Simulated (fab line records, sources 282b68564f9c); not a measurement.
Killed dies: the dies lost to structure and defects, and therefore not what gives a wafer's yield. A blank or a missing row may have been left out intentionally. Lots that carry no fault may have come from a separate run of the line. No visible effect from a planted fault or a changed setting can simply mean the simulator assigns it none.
A struck lot beside a sound one + flow rit cmos + 15 steps out of a route of 202
Sound: wafers L981.2, L981.3, L981.6. Struck: wafers L969.1, L969.2, L969.5. The cause comes at the end.
For every step that has rows: the tool of each side, followed by ch and its chambers, followed by its first start. Under that, the readings that differ: sound wafers + struck wafers + difference of the means + sigmas: that difference in standard deviations of wafers without a fault.
alike: readings with means less than 2 such deviations apart, plus words and numbers identical on both sides. not compared: withheld readings, readings lacking a value on some wafer, bounds such as >300 that could conceal the same value, and numbers that have no deviation in the record and whose values overlap.
Wherever a step has rows on one side only, a row that says differs or no value, or a row with sigmas, the two part there. Numbers that have no deviation but don't overlap get no sigmas and don't part them. Lack of a reading on every wafer of one side parts them only where that side has two or more wafers.

RIT_M1_RS_MEAS_01: measures by four-point-probe.
  sound: film metro-01 at day 7 14:21; struck: film metro-03 at day 5 02:37
  alike: M1_AL_RS
RIT_M1_THK_MEAS_02: measures by xrf.
  sound: film metro-01 at day 7 14:28; struck: film metro-03 at day 5 02:44
  alike: M1_AL_THK
then, 6 steps without rows for these wafers: RIT_M1_HMDS_03 (prime time 60 s); RIT_M1_COAT_04 (resist thk 1300 nm); RIT_M1_SOFTBAKE_05 (time 60 s); RIT_M1_EXPOSE_06 (exposes mask M12, target cd 2600 nm); RIT_M1_PEB_07; RIT_M1_DEVELOP_08 (develop time 68 s).
RIT_M1_CD_MEAS_09: the cd target is 2600 nm.
  sound: cd sem-02 at day 7 15:25; struck: cd sem-01 at day 5 03:47
  alike: cd nm
RIT_M1_OVL_MEAS_10:
  sound: overlay-02 at day 7 15:31; struck: overlay-01 at day 5 03:55
  alike: M1_OVL
then, 1 step without rows for these wafers: RIT_M1_HARDBAKE_11 (time 120 s).
RIT_M1_METAL_ETCH_12: etches Al in Cl2/BCl3, stops on SiO2, time 165 s, target depth 600 nm.
  sound on rie metal-02 ch 0,1, day 7 15:48; struck on rie metal-02 ch 0,1, day 5 04:12
  alike: drypump motor current A, oes product au, throttle valve pct
  not compared: rf hours counter h
RIT_M1_STRIP_13: strips in nmp, time 600 s.
  sound on wet bench-04 ch 3, day 7 16:01; struck on wet bench-03 ch 0, day 5 04:22
  no value came back on the struck wafers for bath guard temp C (C), bath heat duty pct (%), time s (s); on the sound wafers bath guard temp C (C) reads 79.9 79.6 79.8
| reading                                 | sound | struck            | difference | sigmas |
|-----------------------------------------|-------|-------------------|------------|--------|
| model.NOVOLAK_of_M1_COAT_04.thk nm (nm) | 0 0 0 | 802.4 795.2 793.4 | +797.0     |        |
RIT_M1_STRIP_14: strips in O2, time 186.3 s.
  sound on plasma asher-01 ch 0,1, day 7 16:13; struck on plasma asher-01 ch 0,1, day 5 04:32
  alike: chamber pressure mTorr, drypump motor current A
  not compared: rf hours counter h
RIT_M1_PROBE_99:
  sound: prober-01 at day 7 18:10; struck: prober-01 at day 5 07:02
  alike: defect limited yield, killed at contacts, killed at front end, killed dies, killed open, killed short, sort_bin_3_pad_short, sort_bin_5_function, sort_bin_6_memory, sort n pass, sort yield pct

WHERE THEY PART
At RIT_M1_STRIP_13 and nowhere else, as far as this record goes. Later steps at which nothing parts them and some readings are alike: RIT_M1_STRIP_14, RIT_M1_PROBE_99.

WHY: whatever the simulator had introduced
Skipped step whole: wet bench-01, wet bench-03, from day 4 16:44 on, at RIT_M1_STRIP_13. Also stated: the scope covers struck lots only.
